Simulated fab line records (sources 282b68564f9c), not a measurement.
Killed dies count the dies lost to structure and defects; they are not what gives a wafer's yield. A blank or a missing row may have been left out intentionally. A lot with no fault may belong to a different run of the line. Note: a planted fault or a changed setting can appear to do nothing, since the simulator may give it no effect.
fab line records -- flow rit-cmos
record: lots: 6, wafers: 18, last-day: 7
route steps=202 shown NLDD@110 PLDD@114 SPACER@125 NSD@131 PSD@142 M1@202
lots with no fault: from the same line, run without faults
start-h: the number of hours between the record's first day and the start of the first shown wafer of the lot -- wait-h: time in hours since the lot's previous step -- " repeats the value in the row above -- L1.1+2: a row that stands for several wafers -- - either no value or no given start -- * or withheld: withheld -- < > ~ a bound
route shown NAME@n: names a module that has steps shown in the file, with the first one's number in the route -- usual: mean and standard deviation over wafers with no fault -- same: alike in all rows -- chamber/n: place in a boat -- sites: the reading at each site -- _std_site: the values' standard deviation -- _edge_site: outer sites' mean less inner sites' -- radius-mm: for every site, how far away it sits from the centre of the wafer -- mask NAME#n: copy n -- behind: the last tool/chamber to shape the wafer -- hold: why the lot was held/for how many hours/how that ended -- device: which transistor (n, p or np) failed to switch -- end of line: at the end of the route, the tests of the same wafers -- a step without rows: its recipe alone -- killed: dies lost to structure and defects at the first sort, not the wafer's yield -- map: shows each die of a wafer: x if killed, . if not, _ if none is there
set.NAME: setting as actually run; set.NAME@STEP: the setting as run at that earlier step -- model.NAME: the simulator's own value behind a step, which no gauge read
lots seen at some steps along the route; tables by step, rows by wafer
services: a tool's chamber out of use, with start hour (start-h, from the record's first day; less than 0 if before it), hours out, and reason
== steps ==
step: RIT_NLDD_HARDBAKE_07
recipe: resist: NOVOLAK, temp-c: 140, time-s: 60
step: RIT_NLDD_IMPLANT_08
recipe: species: P, energy-kev: 20, dose-cm2: 5e+14, tilt-deg: 7.245
step: RIT_NLDD_STRIP_09
recipe: chemistry: O2, time-s: 180, resist: NOVOLAK, platen-temp-c: withheld, power-w: 500, pressure-mtorr: 4000, o2-flow-sccm: 4000
usual: drypump-motor-current-A: 5.8/0.48
lot.wafer,tool,chamber,start-h,wait-h,drypump-motor-current-A,rf-hours-counter-h
L775.1,plasma-asher-02,1,73.68,0.1,6.6,30
L775.2,plasma-asher-02,0,73.68,0.1,5.5,30
L775.5,plasma-asher-02,1,73.68,0.1,6.7,-
L776.4,plasma-asher-02,1,76.67,0.1,6.6,-
L776.5,plasma-asher-02,1,76.67,0.1,6.6,-
L776.6,plasma-asher-02,0,76.67,0.1,5.6,-
L783.1,plasma-asher-02,1,108.88,0.1,6.7,34
L783.3,plasma-asher-02,0,108.88,0.1,5.5,-
L783.4,plasma-asher-02,1,108.88,0.1,6.6,-
L784.2,plasma-asher-04,0,117.10,0.1,5.7,47
L784.4,plasma-asher-04,0,117.10,0.1,5.6,-
L784.5,plasma-asher-04,0,117.10,0.1,5.6,-
L786.3,plasma-asher-02,0,128.95,0.1,5.6,-
L786.5,plasma-asher-02,1,128.95,0.1,6.6,-
L786.6,plasma-asher-02,0,128.95,0.1,5.6,-
L789.3,plasma-asher-01,0,146.00,0.1,5.7,-
L789.5,plasma-asher-01,1,146.00,0.1,5.6,-
L789.6,plasma-asher-01,0,146.00,0.1,5.7,-
step: RIT_NLDD_TW_MEAS_10
usual: NLDD_TW: 2480/15
lot.wafer,tool,chamber,start-h,wait-h,NLDD_TW
L775.1,film-metro-02,-,73.85,0.1,2485
L775.2,film-metro-02,-,73.85,0.1,2492
L775.5,film-metro-02,-,73.85,0.1,2485
L776.4,film-metro-04,-,76.82,0.1,2456
L776.5,film-metro-04,-,76.82,0.1,2475
L776.6,film-metro-04,-,76.82,0.1,2467
L783.1,film-metro-04,-,109.05,0.1,2456
L783.3,film-metro-04,-,109.05,0.1,2466
L783.4,film-metro-04,-,109.05,0.1,2468
L784.2,film-metro-02,-,117.29,0.1,2492
L784.4,film-metro-02,-,117.29,0.1,2487
L784.5,film-metro-02,-,117.29,0.1,2482
L786.3,film-metro-03,-,129.09,0.1,2506
L786.5,film-metro-03,-,129.09,0.1,2510
L786.6,film-metro-03,-,129.09,0.1,2511
L789.3,film-metro-02,-,146.13,0.1,2501
L789.5,film-metro-02,-,146.13,0.1,2491
L789.6,film-metro-02,-,146.13,0.1,2489
step: RIT_PLDD_HMDS_00
recipe: prime-time-s: 60, prime-temp-c: 140
step: RIT_PLDD_COAT_01
recipe: resist: NOVOLAK, spin-rpm: 3250, resist-thk-nm: 1000
step: RIT_PLDD_SOFTBAKE_02
recipe: resist: NOVOLAK, temp-c: 90, time-s: 60
step: RIT_PLDD_EXPOSE_03
recipe: mask-id: M8, na: 0.57, target-cd-nm: 40900, dose-mj: 250
step: RIT_PLDD_PEB_04
recipe: resist: NOVOLAK, temp-c: withheld, time-s: withheld
step: RIT_PLDD_DEVELOP_05
recipe: resist: NOVOLAK, develop-time-s: 50, dev-temp-c: 23
step: RIT_PLDD_OVL_MEAS_06
usual: PLDD_OVL: 0.6/1.7
lot.wafer,tool,chamber,start-h,wait-h,PLDD_OVL[nm]
L775.1,overlay-02,-,74.98,-,2.0
L775.2,overlay-02,-,74.98,-,2.2
L775.5,overlay-02,-,74.98,-,1.5
L776.4,overlay-02,-,77.72,-,3.5
L776.5,overlay-02,-,77.72,-,1.7
L776.6,overlay-02,-,77.72,-,2.3
L783.1,overlay-02,-,109.96,-,-1.2
L783.3,overlay-02,-,109.96,-,-2.1
L783.4,overlay-02,-,109.96,-,-2.3
L784.2,overlay-02,-,118.32,-,1.1
L784.4,overlay-02,-,118.32,-,0.1
L784.5,overlay-02,-,118.32,-,0.4
L786.3,overlay-01,-,130.11,-,1.1
L786.5,overlay-01,-,130.11,-,-0.2
L786.6,overlay-01,-,130.11,-,1.4
L789.3,overlay-01,-,147.16,-,-1.5
L789.5,overlay-01,-,147.16,-,-2.3
L789.6,overlay-01,-,147.16,-,-1.6
step: RIT_PLDD_HARDBAKE_07
recipe: resist: NOVOLAK, temp-c: 140, time-s: 60
step: RIT_PLDD_IMPLANT_08
recipe: species: BF2, energy-kev: 20.11, dose-cm2: 9e+14, tilt-deg: 7
usual: dose-ions-cm2: 9e+14/1e+12, end-station-pressure-torr: 7.2e-06/4.2e-07, faraday-current-uA: 2829/58
lot.wafer,tool,chamber,start-h,wait-h,dose-ions-cm2,end-station-pressure-torr,faraday-current-uA
L775.1,implanter-02,0,75.16,0.1,8.971e+14,7.1e-06,2859
L775.2,implanter-02,0,75.16,0.1,8.987e+14,7.7e-06,2824
L775.5,implanter-02,0,75.16,0.1,9.004e+14,7.7e-06,2901
L776.4,implanter-01,0,77.96,0.1,9.004e+14,7e-06,2772
L776.5,implanter-01,0,77.96,0.1,9.023e+14,7e-06,2830
L776.6,implanter-01,0,77.96,0.1,9.004e+14,7.6e-06,2843
L783.1,implanter-02,0,110.15,0.1,1.5644e+15,9.1e-06,4956
L783.3,implanter-02,0,110.15,0.1,1.5645e+15,9.2e-06,4890
L783.4,implanter-02,0,110.15,0.1,1.5642e+15,8.9e-06,4846
L784.2,implanter-02,0,118.52,0.1,1.5647e+15,8.8e-06,4952
L784.4,implanter-02,0,118.52,0.1,1.5636e+15,9.6e-06,4805
L784.5,implanter-02,0,118.52,0.1,1.5635e+15,8.6e-06,4848
L786.3,implanter-01,0,130.33,0.1,9.003e+14,7.9e-06,2750
L786.5,implanter-01,0,130.33,0.1,8.999e+14,7.2e-06,2931
L786.6,implanter-01,0,130.33,0.1,8.991e+14,7.6e-06,2770
L789.3,implanter-01,0,147.39,0.1,9.007e+14,7.1e-06,2808
L789.5,implanter-01,0,147.39,0.1,9.006e+14,7.3e-06,2820
L789.6,implanter-01,0,147.39,0.1,9.013e+14,7.2e-06,2819
step: RIT_PLDD_STRIP_09
recipe: chemistry: O2, time-s: 180, resist: NOVOLAK, platen-temp-c: withheld, power-w: 500, pressure-mtorr: 4000, o2-flow-sccm: 4000
usual: drypump-motor-current-A: 5.8/0.44
lot.wafer,tool,chamber,start-h,wait-h,drypump-motor-current-A,rf-hours-counter-h
L775.1,plasma-asher-03,0,75.31,0.1,5.9,43
L775.2,plasma-asher-03,1,75.31,0.1,5.7,43
L775.5,plasma-asher-03,0,75.31,0.1,5.9,-
L776.4,plasma-asher-04,0,78.09,0.1,5.6,-
L776.5,plasma-asher-04,0,78.09,0.1,5.6,-
L776.6,plasma-asher-04,1,78.09,0.1,5.3,-
L783.1,plasma-asher-03,0,110.30,0.1,5.9,47
L783.3,plasma-asher-03,1,110.30,0.1,5.7,-
L783.4,plasma-asher-03,0,110.30,0.1,5.9,-
L784.2,plasma-asher-02,0,118.65,0.1,5.6,34
L784.4,plasma-asher-02,0,118.65,0.1,5.6,-
L784.5,plasma-asher-02,0,118.65,0.1,5.6,-
L786.3,plasma-asher-02,1,130.49,0.1,6.6,-
L786.5,plasma-asher-02,0,130.49,0.1,5.5,-
L786.6,plasma-asher-02,1,130.49,0.1,6.6,-
L789.3,plasma-asher-03,1,147.54,0.1,5.6,-
L789.5,plasma-asher-03,0,147.54,0.1,5.9,-
L789.6,plasma-asher-03,1,147.54,0.1,5.6,-
step: RIT_PLDD_TW_MEAS_10
usual: PLDD_TW: 2338/14
lot.wafer,tool,chamber,start-h,wait-h,PLDD_TW
L775.1,film-metro-02,-,75.49,0.1,2328
L775.2,film-metro-02,-,75.49,0.1,2346
L775.5,film-metro-02,-,75.49,0.1,2348
L776.4,film-metro-04,-,78.24,0.1,2314
L776.5,film-metro-04,-,78.24,0.1,2315
L776.6,film-metro-04,-,78.24,0.1,2327
L783.1,film-metro-04,-,110.47,0.1,2626
L783.3,film-metro-04,-,110.47,0.1,2653
L783.4,film-metro-04,-,110.47,0.1,2646
L784.2,film-metro-03,-,118.83,0.1,2679
L784.4,film-metro-03,-,118.83,0.1,2664
L784.5,film-metro-03,-,118.83,0.1,2669
L786.3,film-metro-02,-,130.63,0.1,2317
L786.5,film-metro-02,-,130.63,0.1,2333
L786.6,film-metro-02,-,130.63,0.1,2312
L789.3,film-metro-02,-,147.68,0.1,2337
L789.5,film-metro-02,-,147.68,0.1,2346
L789.6,film-metro-02,-,147.68,0.1,2352
step: RIT_SPACER_CLEAN_00
recipe: chemistry: SC1, mix: 3:3:50, time-s: 600, temp-c: 75
step: RIT_SPACER_CLEAN_01
recipe: chemistry: dHF, dilution: 50:1, time-s: 30
step: RIT_SPACER_CLEAN_02
recipe: chemistry: SC2, mix: 3:3:50, time-s: 600, temp-c: 75, dry: n2-spin
step: RIT_SPACER_CVD_03
recipe: material: Si3N4, target-thk-nm: 250, temp-c: 810, precursor: SiH2Cl2/NH3, time-s: 3300, pressure-mtorr: 300, sih2cl2-flow-sccm: 60, nh3-flow-sccm: 150
step: RIT_SPACER_THK_MEAS_04
recipe: reads: Si3N4_of_SPACER_CVD_03
usual: SPACER_NITRIDE_THK: 250/3.1
lot.wafer,tool,chamber,start-h,wait-h,SPACER_NITRIDE_THK[nm]
L775.1,film-metro-01,-,77.85,0.0,250
L775.2,film-metro-01,-,77.85,0.0,251
L775.5,film-metro-01,-,77.85,0.0,250
L776.4,film-metro-02,-,80.72,0.0,248
L776.5,film-metro-02,-,80.72,0.0,247
L776.6,film-metro-02,-,80.72,0.0,247
L783.1,film-metro-03,-,112.83,0.0,249
L783.3,film-metro-03,-,112.83,0.0,250
L783.4,film-metro-03,-,112.83,0.0,249
L784.2,film-metro-01,-,121.18,0.0,250
L784.4,film-metro-01,-,121.18,0.0,250
L784.5,film-metro-01,-,121.18,0.0,250
L786.3,film-metro-01,-,132.97,0.0,252
L786.5,film-metro-01,-,132.97,0.0,255
L786.6,film-metro-01,-,132.97,0.0,255
L789.3,film-metro-01,-,150.06,0.0,254
L789.5,film-metro-01,-,150.06,0.0,253
L789.6,film-metro-01,-,150.06,0.0,254
step: RIT_SPACER_ETCHBACK_05
recipe: target-depth-a: 2500, SF6_flow_sccm: 30, CHF3_flow_sccm: 30, target: Si3N4, chemistry: SF6/CHF3, pressure-mtorr: 40, rf-w: 250, time-s: 240, stop-on: SiO2
usual: drypump-motor-current-A: 5.8/0.53, oes-product-au: 0.840/0.014, throttle-valve-pct: 10.33/0.14
lot.wafer,tool,chamber,start-h,wait-h,drypump-motor-current-A,oes-product-au,rf-hours-counter-h,throttle-valve-pct
L775.1,rie-diel-03,0,77.91,0.1,5.9,0.822,70,10.26
L775.2,rie-diel-03,3,77.91,0.1,4.8,0.853,41,10.45
L775.5,rie-diel-03,3,77.91,0.1,4.8,0.839,-,10.43
L776.4,rie-diel-04,1,80.75,0.0,5.9,0.853,47,10.42
L776.5,rie-diel-04,0,80.75,0.0,5.7,0.822,-,10.27
L776.6,rie-diel-04,3,80.75,0.0,6.1,0.844,-,10.26
L783.1,rie-diel-04,1,112.89,0.1,5.8,0.865,48,10.41
L783.3,rie-diel-04,0,112.89,0.1,5.7,0.834,116,10.27
L783.4,rie-diel-04,2,112.89,0.1,6.3,0.834,24,10.32
L784.2,rie-diel-03,2,121.23,0.0,6.1,0.839,0,9.97
L784.4,rie-diel-03,2,121.23,0.0,6.1,0.845,-,9.97
L784.5,rie-diel-03,3,121.23,0.0,4.8,0.837,-,10.43
L786.3,rie-diel-04,2,133.01,0.0,6.2,0.837,24,10.32
L786.5,rie-diel-04,0,133.01,0.0,5.8,0.846,-,10.28
L786.6,rie-diel-04,1,133.01,0.0,5.9,0.877,-,10.43
L789.3,rie-diel-02,1,150.10,0.0,5.0,0.858,125,10.39
L789.5,rie-diel-02,0,150.10,0.0,5.8,0.845,-,10.27
L789.6,rie-diel-02,3,150.10,0.0,6.7,0.842,-,10.43
step: RIT_NSD_HMDS_00
recipe: prime-time-s: 60, prime-temp-c: 140
step: RIT_NSD_COAT_01
recipe: resist: NOVOLAK, spin-rpm: 3250, resist-thk-nm: 1000
step: RIT_NSD_SOFTBAKE_02
recipe: resist: NOVOLAK, temp-c: 90, time-s: 60
step: RIT_NSD_EXPOSE_03
recipe: mask-id: M9, na: 0.57, target-cd-nm: 40700, dose-mj: 250
step: RIT_NSD_PEB_04
recipe: resist: NOVOLAK, temp-c: withheld, time-s: withheld
step: RIT_NSD_DEVELOP_05
recipe: resist: NOVOLAK, develop-time-s: 50, dev-temp-c: 23
step: RIT_NSD_OVL_MEAS_06
usual: NSD_OVL: 0.3/1.2
lot.wafer,tool,chamber,start-h,wait-h,NSD_OVL[nm]
L775.1,overlay-02,-,79.03,-,-1.1
L775.2,overlay-02,-,79.03,-,0.7
L775.5,overlay-02,-,79.03,-,0.3
L776.4,overlay-02,-,81.90,-,-1.8
L776.5,overlay-02,-,81.90,-,1.0
L776.6,overlay-02,-,81.90,-,-1.0
L783.1,overlay-01,-,114.02,-,2.1
L783.3,overlay-01,-,114.02,-,1.0
L783.4,overlay-01,-,114.02,-,0.7
L784.2,overlay-02,-,122.36,-,1.3
L784.4,overlay-02,-,122.36,-,0.6
L784.5,overlay-02,-,122.36,-,2.4
L786.3,overlay-01,-,134.15,-,1.4
L786.5,overlay-01,-,134.15,-,0.5
L786.6,overlay-01,-,134.15,-,1.1
L789.3,overlay-01,-,151.11,-,2.5
L789.5,overlay-01,-,151.11,-,2.0
L789.6,overlay-01,-,151.11,-,1.6
step: RIT_NSD_HARDBAKE_07
recipe: resist: NOVOLAK, temp-c: 140, time-s: 60
step: RIT_NSD_IMPLANT_08
recipe: species: P, energy-kev: 24.7, dose-cm2: 1e+15, tilt-deg: 7
step: RIT_NSD_STRIP_09
recipe: chemistry: O2, time-s: 180, resist: NOVOLAK, platen-temp-c: withheld, power-w: 500, pressure-mtorr: 4000, o2-flow-sccm: 4000
usual: drypump-motor-current-A: 5.78/0.25
lot.wafer,tool,chamber,start-h,wait-h,drypump-motor-current-A,rf-hours-counter-h
L775.1,plasma-asher-03,1,79.37,0.1,5.68,43
L775.2,plasma-asher-03,0,79.37,0.1,5.92,43
L775.5,plasma-asher-03,1,79.37,0.1,5.65,-
L776.4,plasma-asher-02,0,82.27,0.1,5.59,-
L776.5,plasma-asher-02,1,82.27,0.1,6.63,-
L776.6,plasma-asher-02,0,82.27,0.1,5.58,-
L783.1,plasma-asher-03,1,114.35,0.1,5.65,47
L783.3,plasma-asher-03,1,114.35,0.1,5.67,-
L783.4,plasma-asher-03,0,114.35,0.1,5.91,-
L784.2,plasma-asher-03,1,122.69,0.1,5.63,48
L784.4,plasma-asher-03,0,122.69,0.1,5.92,-
L784.5,plasma-asher-03,0,122.69,0.1,5.91,-
L786.3,plasma-asher-03,0,134.53,0.1,5.92,-
L786.5,plasma-asher-03,1,134.53,0.1,5.65,-
L786.6,plasma-asher-03,0,134.53,0.1,5.92,-
L789.3,plasma-asher-01,1,151.49,0.1,5.66,-
L789.5,plasma-asher-01,1,151.49,0.1,5.67,-
L789.6,plasma-asher-01,0,151.49,0.1,5.72,-
step: RIT_NSD_TW_MEAS_10
usual: NSD_TW: 3092/18
lot.wafer,tool,chamber,start-h,wait-h,NSD_TW
L775.1,film-metro-02,-,79.54,0.1,3097
L775.2,film-metro-02,-,79.54,0.1,3100
L775.5,film-metro-02,-,79.54,0.1,3107
L776.4,film-metro-02,-,82.42,0.1,3087
L776.5,film-metro-02,-,82.42,0.1,3089
L776.6,film-metro-02,-,82.42,0.1,3079
L783.1,film-metro-03,-,114.53,0.1,3104
L783.3,film-metro-03,-,114.53,0.1,3121
L783.4,film-metro-03,-,114.53,0.1,3113
L784.2,film-metro-03,-,122.87,0.1,3123
L784.4,film-metro-03,-,122.87,0.1,3132
L784.5,film-metro-03,-,122.87,0.1,3128
L786.3,film-metro-02,-,134.67,0.1,3094
L786.5,film-metro-02,-,134.67,0.1,3066
L786.6,film-metro-02,-,134.67,0.1,3072
L789.3,film-metro-04,-,151.63,0.1,3088
L789.5,film-metro-04,-,151.63,0.1,3084
L789.6,film-metro-04,-,151.63,0.1,3082
step: RIT_PSD_HMDS_00
recipe: prime-time-s: 60, prime-temp-c: 140
step: RIT_PSD_COAT_01
recipe: resist: NOVOLAK, spin-rpm: 3250, resist-thk-nm: 1000
step: RIT_PSD_SOFTBAKE_02
recipe: resist: NOVOLAK, temp-c: 90, time-s: 60
step: RIT_PSD_EXPOSE_03
recipe: mask-id: M10, na: 0.57, target-cd-nm: 40900, dose-mj: 250
step: RIT_PSD_PEB_04
recipe: resist: NOVOLAK, temp-c: withheld, time-s: withheld
step: RIT_PSD_DEVELOP_05
recipe: resist: NOVOLAK, develop-time-s: 50, dev-temp-c: 23
step: RIT_PSD_OVL_MEAS_06
usual: PSD_OVL: 0.1/1.5
lot.wafer,tool,chamber,start-h,wait-h,PSD_OVL[nm]
L775.1,overlay-02,-,80.58,-,-2.6
L775.2,overlay-02,-,80.58,-,-2.5
L775.5,overlay-02,-,80.58,-,-3.1
L776.4,overlay-02,-,83.32,-,-0.4
L776.5,overlay-02,-,83.32,-,-0.8
L776.6,overlay-02,-,83.32,-,-0.4
L783.1,overlay-01,-,115.44,-,-0.8
L783.3,overlay-01,-,115.44,-,0.5
L783.4,overlay-01,-,115.44,-,-2.0
L784.2,overlay-01,-,123.90,-,-1.6
L784.4,overlay-01,-,123.90,-,0.6
L784.5,overlay-01,-,123.90,-,1.0
L786.3,overlay-02,-,135.70,-,-0.6
L786.5,overlay-02,-,135.70,-,-1.0
L786.6,overlay-02,-,135.70,-,0.4
L789.3,overlay-01,-,152.53,-,3.8
L789.5,overlay-01,-,152.53,-,3.5
L789.6,overlay-01,-,152.53,-,2.4
step: RIT_PSD_HARDBAKE_07
recipe: resist: NOVOLAK, temp-c: 140, time-s: 60
step: RIT_PSD_IMPLANT_08
recipe: species: BF2, energy-kev: 27, dose-cm2: 5e+15, tilt-deg: 7
step: RIT_PSD_STRIP_09
recipe: chemistry: O2, time-s: 180, resist: NOVOLAK, platen-temp-c: withheld, power-w: 500, pressure-mtorr: 4000, o2-flow-sccm: 4000
usual: drypump-motor-current-A: 5.63/0.19
lot.wafer,tool,chamber,start-h,wait-h,drypump-motor-current-A,rf-hours-counter-h
L775.1,plasma-asher-04,0,80.91,0.1,5.66,43
L775.2,plasma-asher-04,1,80.91,0.1,5.27,43
L775.5,plasma-asher-04,0,80.91,0.1,5.68,-
L776.4,plasma-asher-04,0,83.69,0.1,5.63,-
L776.5,plasma-asher-04,0,83.69,0.1,5.62,-
L776.6,plasma-asher-04,1,83.69,0.1,5.30,-
L783.1,plasma-asher-03,0,115.77,0.1,5.92,47
L783.3,plasma-asher-03,0,115.77,0.1,5.92,-
L783.4,plasma-asher-03,1,115.77,0.1,5.64,-
L784.2,plasma-asher-01,0,124.40,0.1,5.72,1
L784.4,plasma-asher-01,0,124.40,0.1,5.73,-
L784.5,plasma-asher-01,0,124.40,0.1,5.72,-
L786.3,plasma-asher-04,0,136.08,0.1,5.65,-
L786.5,plasma-asher-04,1,136.08,0.1,5.26,-
L786.6,plasma-asher-04,0,136.08,0.1,5.58,-
L789.3,plasma-asher-03,1,152.91,0.1,5.61,-
L789.5,plasma-asher-03,1,152.91,0.1,5.63,-
L789.6,plasma-asher-03,0,152.91,0.1,5.90,-
step: RIT_SDANNEAL_RS_MEAS_06
recipe: thk-meas-gauge: four-point-probe
usual: PLDD_RS: 178.4/0.58
lot.wafer,tool,chamber,start-h,wait-h,PLDD_RS[ohm/sq]
L775.1,film-metro-04,-,81.91,0.1,178.7
L775.2,film-metro-04,-,81.91,0.1,178.7
L775.5,film-metro-04,-,81.91,0.1,178.6
L776.4,film-metro-02,-,84.67,0.1,177.7
L776.5,film-metro-02,-,84.67,0.1,177.4
L776.6,film-metro-02,-,84.67,0.1,177.0
L783.1,film-metro-03,-,116.67,0.1,155.3
L783.3,film-metro-03,-,116.67,0.1,155.1
L783.4,film-metro-03,-,116.67,0.1,155.0
L784.2,film-metro-04,-,125.36,0.1,154.7
L784.4,film-metro-04,-,125.36,0.1,154.0
L784.5,film-metro-04,-,125.36,0.1,153.7
L786.3,film-metro-02,-,136.99,0.1,178.5
L786.5,film-metro-02,-,136.99,0.1,178.4
L786.6,film-metro-02,-,136.99,0.1,179.1
L789.3,film-metro-03,-,153.81,0.1,179.3
L789.5,film-metro-03,-,153.81,0.1,179.5
L789.6,film-metro-03,-,153.81,0.1,179.6
step: RIT_M1_PROBE_99
usual: killed-at-front-end: 6.9/2.9, killed-dies: 7.0/2.9, killed-open: 3.4/2.1, killed-short: 3.5/1.8
same: gross-dies: 264, killed_at_M0_to_M3: 0, killed_at_M4_up: 0, killed-at-back-side: 0, killed-at-contacts: 0, killed-at-other: 0
lot.wafer,tool,chamber,start-h,wait-h,killed-at-front-end,killed-dies,killed-open,killed-short,model.etest.pmos-turned.r-on-ohm-um,model.etest.pmos_0p3.r-on-ohm-um,model.etest.pmos_0p15.r-on-ohm-um,model.etest.pldd.rs-ohm-sq,model.etest.pldd.line-ohm-um,model.etest.pmos-turned.drive-ua-um,model.etest.pmos_0p15.drive-ua-um,model.etest.pmos_0p3.drive-ua-um
L775.1,prober-02,-,89.18,0.1,8,8,5,3,3421,6304,2782,482.9,151.8,187.9,252.3,98.92
L775.2,prober-02,-,89.23,0.1,2,2,1,1,3436,6357,2769,469,146.4,192.6,255.8,99.03
L775.5,prober-02,-,89.38,0.2,7,7,4,3,3519,6364,2837,481.9,149.8,186.2,245.7,99.25
L776.4,prober-01,-,92.20,0.2,11,11,5,6,3423,6214,2752,519.8,166.5,191.3,257,103.6
L776.5,prober-01,-,92.25,0.2,8,8,6,2,3377,6085,2685,519.2,164,196.4,265.6,106.4
L776.6,prober-01,-,92.30,0.2,8,8,2,6,3550,6324,2869,538,171.1,183.3,248.9,101.6
L783.1,prober-02,-,124.03,0.1,8,8,5,3,3161,5964,2571,331.6,107.5,214.2,274.4,107.8
L783.3,prober-02,-,124.13,0.2,7,7,2,5,3190,6062,2627,338.4,106.6,211.1,271.4,105.1
L783.4,prober-02,-,124.18,0.2,9,9,6,3,3199,6102,2618,344.1,107.8,211,268.6,104.9
L784.2,prober-01,-,132.54,0.1,6,6,2,4,3005,5957,2439,325.2,106.2,225.3,287.3,105.4
L784.4,prober-01,-,132.64,0.2,12,12,2,10,3016,5989,2470,331.1,106.7,222.3,284.5,106
L784.5,prober-01,-,132.69,0.2,5,5,2,3,2932,5869,2399,319.4,104,234.7,300.6,108.5
L786.3,prober-01,-,144.33,0.2,6,6,5,1,3258,6186,2648,446.2,141.7,201.1,264.9,101.3
L786.5,prober-01,-,144.43,0.2,14,14,8,6,3199,6110,2594,452.2,142.8,204.3,272.5,103.8
L786.6,prober-01,-,144.48,0.2,7,7,4,3,3197,6203,2591,456.6,145.6,202.8,269.1,101.1
L789.3,prober-02,-,160.99,0.2,13,13,8,5,3522,6367,2817,517.3,162.8,181.9,245.6,98.63
L789.5,prober-02,-,161.09,0.2,11,11,6,5,3392,6306,2749,490.1,155.7,193.1,255.9,101.1
L789.6,prober-02,-,161.14,0.2,10,10,7,3,3432,6274,2770,498.8,157.9,188.6,249.8,100.3
killed by level:class
L775.1 FOX1:geometric-particle:open=3 FOX1:geometric-particle:short=2 FOX2:geometric-particle:open=1 GATE:geometric-particle:open=1 REOX:geometric-particle:short=1
L775.2 GATE:geometric-particle:open=1 GATE:geometric-particle:short=1
L775.5 GATE:geometric-particle:open=2 FOX1:geometric-particle:short=1 FOX1:geometric-particle:open=1 FOX2:geometric-particle:open=1 FOX2:geometric-particle:short=1 GATE:geometric-particle:short=1
L776.4 SPACER:geometric-particle:short=4 FOX1:geometric-particle:open=3 GATE:geometric-particle:open=2 FOX1:geometric-particle:short=1 SILICIDE:geometric-particle:short=1
L776.5 GATE:geometric-particle:open=3 SILICIDE:geometric-particle:open=2 FOX1:geometric-particle:short=1 FOX1:geometric-particle:open=1 GATE:geometric-particle:short=1
L776.6 FOX1:geometric-particle:short=3 GATE:geometric-particle:open=2 REOX:geometric-particle:short=2 GATE:geometric-particle:short=1
L783.1 GATE:geometric-particle:open=2 SILICIDE:geometric-particle:short=2 FOX2:geometric-particle:short=1 FOX2:geometric-particle:open=1 REOX:geometric-particle:open=1 SILICIDE:geometric-particle:open=1
L783.3 SILICIDE:geometric-particle:short=3 GATE:geometric-particle:short=2 GATE:geometric-particle:open=1 SILICIDE:geometric-particle:open=1
L783.4 GATE:geometric-particle:open=3 SPACER:geometric-particle:short=2 FOX1:geometric-particle:open=1 FOX2:geometric-particle:open=1 SPACER:geometric-particle:open=1 SILICIDE:geometric-particle:short=1
L784.2 GATE:geometric-particle:short=2 SPACER:geometric-particle:short=2 REOX:geometric-particle:open=1 SILICIDE:geometric-particle:open=1
L784.4 GATE:geometric-particle:short=6 FOX2:geometric-particle:short=2 SPACER:geometric-particle:open=2 FOX1:geometric-particle:short=1 SPACER:geometric-particle:short=1
L784.5 GATE:geometric-particle:short=1 REOX:geometric-particle:short=1 SPACER:geometric-particle:open=1 SPACER:geometric-particle:short=1 SILICIDE:geometric-particle:open=1
L786.3 GATE:geometric-particle:open=3 GATE:geometric-particle:short=1 SPACER:geometric-particle:open=1 SILICIDE:geometric-particle:open=1
L786.5 GATE:geometric-particle:open=4 GATE:geometric-particle:short=3 SPACER:geometric-particle:open=2 REOX:geometric-particle:open=1 REOX:geometric-particle:short=1 SPACER:geometric-particle:short=1 SILICIDE:geometric-particle:short=1 SILICIDE:geometric-particle:open=1
L786.6 SPACER:geometric-particle:open=3 GATE:geometric-particle:short=2 SILICIDE:geometric-particle:short=1 SILICIDE:geometric-particle:open=1
L789.3 GATE:geometric-particle:open=5 GATE:geometric-particle:short=3 SPACER:geometric-particle:short=2 FOX1:geometric-particle:open=1 FOX2:geometric-particle:open=1 SPACER:geometric-particle:open=1
L789.5 SPACER:geometric-particle:short=3 FOX1:geometric-particle:open=2 FOX2:geometric-particle:open=2 FOX1:geometric-particle:short=1 GATE:geometric-particle:open=1 SILICIDE:geometric-particle:open=1 SILICIDE:geometric-particle:short=1
L789.6 SPACER:geometric-particle:open=4 GATE:geometric-particle:open=2 SPACER:geometric-particle:short=2 FOX1:geometric-particle:open=1 SILICIDE:geometric-particle:short=1
== services ==
tool,chamber,start-h,hours,kind
rie-diel-04,1,58.61,5.6,repair
rie-diel-03,1,63.76,17.4,repair
implanter-02,-,76.55,3.1,repair
rie-diel-03,2,81.13,-,clean
rie-diel-03,2,81.13,-,consumable-replace:esc
rie-diel-03,2,81.13,30.9,scheduled-down
rie-diel-03,2,81.13,30.9,vent-cycle
plasma-asher-01,-,108.75,9.0,pm
plasma-asher-01,0,108.75,9.0,vent-cycle
plasma-asher-01,1,108.75,9.0,vent-cycle
rie-diel-03,1,112.02,-,clean
rie-diel-03,1,112.02,26.6,scheduled-down
rie-diel-03,1,112.02,26.6,vent-cycle
plasma-asher-01,0,117.75,-,clean
plasma-asher-01,1,117.75,-,clean
rie-diel-02,-,118.34,20.4,repair
plasma-asher-04,-,143.32,2.8,pm
== key ==
first-sign: step: RIT_PLDD_IMPLANT_08, reading: dose-ions-cm2, direction: up, sigmas: 99+, usual: 9e+14, struck: 1.5642e+15
effect: step: RIT_PLDD_IMPLANT_08, reading: faraday-current-uA, direction: up, sigmas: 35, usual: 2829, struck: 4883
effect: step: RIT_PLDD_TW_MEAS_10, reading: PLDD_TW, direction: up, sigmas: 23, usual: 2338, struck: 2656
effect: step: RIT_SDANNEAL_RS_MEAS_06, reading: PLDD_RS, direction: down, sigmas: 41, usual: 178.4, struck: 154.6
model-effect: step: RIT_M1_PROBE_99, value: etest.pmos-turned.r-on-ohm-um, without: 3398, struck: 3084
met-at RIT_PLDD_IMPLANT_08
struck-wafers L783.1,L783.3,L783.4,L784.2,L784.4,L784.5
tester-left-out L783,L784
onset-between 75.16 110.15
fault: kind: process-parameter-drift, tool: implanter-02, chamber: -, onset-h: 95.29, steps: RIT_PLDD_IMPLANT_08, channel: dose-cm2, offset: 6.6387e+14, shape: step, end-h: 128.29, acts-in: these-recipes-only, stated: 9e+14
tester-left-out: of these lots the tester's yield and bins aren't shown, on N5 and GAA mostly nor the transistor test; their killed dies are dies lost to structure and defects alone, not to doping, threshold or leakage, so they don't give the yield
